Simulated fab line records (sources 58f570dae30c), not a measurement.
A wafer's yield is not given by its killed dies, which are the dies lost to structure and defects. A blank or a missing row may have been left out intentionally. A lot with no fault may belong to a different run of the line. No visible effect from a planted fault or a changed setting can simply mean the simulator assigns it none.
Which tool is to blame?	flow berkeleyCmos170	14 lots with 42 wafers sampled at 5 steps, on a route of 331 steps

## WHAT EACH GAUGE READ, for each wafer
UCB170_SCREENOX_THK_MEAS_02.
lot	measured	on	SCREENOX_OXIDE_THK (nm)
L431	day 7 01:10	filmMetro-03	14.12 14.29 14.10
L432	day 7 01:10	filmMetro-04	14.36 14.48 14.74
L433	day 7 01:10	filmMetro-02	14.59 14.47 14.29
L434	day 7 10:38	filmMetro-04	13.74 13.73 14.04
L435	day 7 10:38	filmMetro-03	14.37 13.93 14.11
L436	day 7 16:22	filmMetro-03	14.22 14.39 14.14
L439	day 8 11:34	filmMetro-03	14.37 14.19 14.16
L442	day 8 18:19	filmMetro-04	14.46 14.54 14.31
L441	day 8 18:21	filmMetro-03	14.49 14.97 14.65
L443	day 9 12:35	filmMetro-02	14.03 14.27 14.21
L444	day 9 12:35	filmMetro-03	14.70 14.62 14.35
L445	day 9 22:22	filmMetro-04	14.14 14.18 14.12
L447	day 10 06:58	filmMetro-02	14.27 14.18 14.48
L448	day 10 07:00	filmMetro-04	14.69 14.65 14.47

UCB170_PSD_TW_MEAS_10.
lot	measured	on	PSD_TW
L431	day 8 19:22	filmMetro-03	2297 2320 2295
L432	day 8 19:16	filmMetro-04	2368 2362 2370
L433	day 8 18:57	filmMetro-03	2303 2309 2299
L434	day 9 06:25	filmMetro-02	2282 2285 2277
L435	day 9 06:41	filmMetro-03	2315 2306 2321
L436	day 9 06:31	filmMetro-04	2369 2369 2374
L439	day 10 03:20	filmMetro-04	2361 2373 2367
L442	day 10 07:09	filmMetro-04	2350 2356 2354
L441	day 10 03:12	filmMetro-03	2291 2296 2290
L443	day 11 06:02	filmMetro-02	2286 2290 2287
L444	day 11 06:02	filmMetro-04	2357 2354 2358
L445	day 11 13:29	filmMetro-04	2365 2353 2364
L447	day 11 22:44	filmMetro-03	2309 2313 2318
L448	day 11 22:13	filmMetro-04	2378 2355 2379

UCB170_SDANNEAL_RS_MEAS_05: measurement is done with a four-point probe.
lot	measured	on	NLDD_RS (ohm/sq)
L431	day 8 22:57	filmMetro-04	613.7 616.6 615.4
L432	day 8 23:20	filmMetro-02	616.9 615.3 614.1
L433	day 8 22:39	filmMetro-02	615.4 614.7 615.0
L434	day 9 09:23	filmMetro-04	613.7 616.4 615.6
L435	day 9 09:57	filmMetro-03	616.1 617.1 616.7
L436	day 9 09:46	filmMetro-02	617.9 617.3 617.0
L439	day 10 08:10	filmMetro-04	618.0 620.5 619.5
L442	day 10 10:44	filmMetro-04	618.0 617.1 617.4
L441	day 10 07:35	filmMetro-03	619.3 619.4 617.2
L443	day 11 10:17	filmMetro-03	616.9 617.5 617.4
L444	day 11 10:44	filmMetro-04	618.4 618.5 616.7
L445	day 11 16:38	filmMetro-04	642.9 642.5 641.5
L447	day 12 03:20	filmMetro-02	643.6 644.0 644.0
L448	day 12 02:16	filmMetro-04	618.2 616.0 614.6

## TOOL THAT RAN EACH LOT (tool first, then ch and the chambers of the sampled wafers, then the start)
lot	UCB170_NLDD_IMPLANT_09	UCB170_NLDD_STRIP_10
L431	implanter-03 ch 0, day 8 12:43	plasmaAsher-03 ch 0,1, day 8 12:52
L432	implanter-02 ch 0, day 8 11:26	plasmaAsher-03 ch 0,1, day 8 11:35
L433	implanter-01 ch 0, day 8 11:59	plasmaAsher-03 ch 0,1, day 8 12:08
L434	implanter-03 ch 0, day 8 18:46	plasmaAsher-04 ch 0,1, day 8 18:55
L435	implanter-01 ch 0, day 8 19:05	plasmaAsher-04 ch 0,1, day 8 19:13
L436	implanter-01 ch 0, day 9 01:52	plasmaAsher-02 ch 0,1, day 9 02:01
L439	implanter-02 ch 0, day 9 20:52	plasmaAsher-02 ch 0,1, day 9 20:59
L442	implanter-01 ch 0, day 9 23:32	plasmaAsher-02 ch 0,1, day 9 23:41
L441	implanter-01 ch 0, day 9 20:47	plasmaAsher-04 ch 0,1, day 9 20:54
L443	implanter-01 ch 0, day 10 22:00	plasmaAsher-04 ch 0,1, day 10 22:07
L444	implanter-02 ch 0, day 10 21:43	plasmaAsher-02 ch 0,1, day 10 21:51
L445	implanter-01 ch 0, day 11 04:55	plasmaAsher-02 ch 0,1, day 11 05:02
L447	implanter-01 ch 0, day 11 12:14	plasmaAsher-04 ch 1, day 11 12:22
L448	implanter-02 ch 0, day 11 11:32	plasmaAsher-03 ch 0,1, day 11 11:41
- UCB170_NLDD_IMPLANT_09
- UCB170_NLDD_STRIP_10: strips in O2.

## AS READ BY THE TOOLS THEMSELVES (means over the sampled wafers that have a number; for cases with no such wafer, the mark the record gives instead)
UCB170_NLDD_IMPLANT_09.
lot	tool	beamEnergyKeV	doseIonsCm2	faradayCurrentUA
L431	implanter-03	30.001	5e+13	158
L432	implanter-02	29.998	5e+13	158
L433	implanter-01	29.998	5e+13	157
L434	implanter-03	30.005	5e+13	162
L435	implanter-01	30.002	5e+13	157
L436	implanter-01	30.000	5e+13	159
L439	implanter-02	30.007	5e+13	161
L442	implanter-01	30.003	5e+13	158
L441	implanter-01	30.014	5e+13	156
L443	implanter-01	29.989	5e+13	157
L444	implanter-02	30.007	5e+13	161
L445	implanter-01	29.986	4e+13	141
L447	implanter-01	29.999	4e+13	139
L448	implanter-02	30.007	5e+13	158

UCB170_NLDD_STRIP_10.
lot	tool	drypumpMotorCurrentA (A)	o2FlowSccm (sccm)	oesProductAu (a.u.)	stripTimeToEndpointS (s)
L431	plasmaAsher-03	5.1	398.2	0.733	21.89
L432	plasmaAsher-03	5.6	400.7	0.732	21.93
L433	plasmaAsher-03	5.1	398.3	0.731	21.91
L434	plasmaAsher-04	5.2	399.4	0.739	21.84
L435	plasmaAsher-04	5.1	398.9	0.734	21.88
L436	plasmaAsher-02	6.4	399.4	0.739	21.88
L439	plasmaAsher-02	6.3	399.9	0.737	21.89
L442	plasmaAsher-02	6.3	401.1	0.735	21.75
L441	plasmaAsher-04	5.2	400.7	0.733	21.95
L443	plasmaAsher-04	5.1	400.5	0.733	21.81
L444	plasmaAsher-02	6.4	399.8	0.736	21.96
L445	plasmaAsher-02	6.3	399.8	0.730	21.82
L447	plasmaAsher-04	5.4	399.5	0.735	21.84
L448	plasmaAsher-03	5.6	397.7	0.733	21.83

## THE ANSWER, worked out from the rows above alone
Rule: what is usual is taken from the lots themselves. Put in order of their means at a reading, lots are off if they are a third of the lots or fewer, leave a main group of 4 or more, and stand apart from it by a gap of 3 or more times the standard deviation of the main group's means; of several such gaps the widest counts. A main group is skipped when, at the precision printed for the reading in the tables above, its means are all equal. Also off: a lot with no number at a reading for which 4 or more lots have one. Any other lot the step has rows for is counted as sound. The gauges are gone through in route order, then the tools' own readings, and for those a lot's mean is taken as printed above. The first step at which some lot is off is used, and at that step the reading that is off furthest; a lot without a number counts as furthest.
Off: L445, L447, at UCB170_SDANNEAL_RS_MEAS_05 (NLDD_RS). Main group: mean 616.8 ohm/sq, sd 1.4.
A tool fits if, at a process step before that reading, it ran every lot that is off, and no sound lot after the first of them. Not tried: the gauges at UCB170_SDANNEAL_RS_MEAS_05; whatever is off there is also off at UCB170_NLDD_IMPLANT_09, on other tools, and gauge error can't account for it. One candidate fits, namely implanter-01 at UCB170_NLDD_IMPLANT_09. Its last sound lot is L443 (day 10 22:00), its first lot that is off L445 (day 11 04:55): a fault that began between those two fits.
The tool's own readings at UCB170_NLDD_IMPLANT_09 bear it out: on the lots that are off they differ by more than 5 times the standard deviation of the sound lots' means. doseIonsCm2 reads 4e+13 there against 5e+13 on the sound lots; faradayCurrentUA reads 140 there against 158 on the sound lots.

## WHAT THE SIMULATOR PUT IN
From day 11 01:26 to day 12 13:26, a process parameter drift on implanter-01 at UCB170_NLDD_IMPLANT_09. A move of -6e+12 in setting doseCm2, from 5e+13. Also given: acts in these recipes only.
Lots struck among those shown: L445, L447. The rule given above showed the same thing.
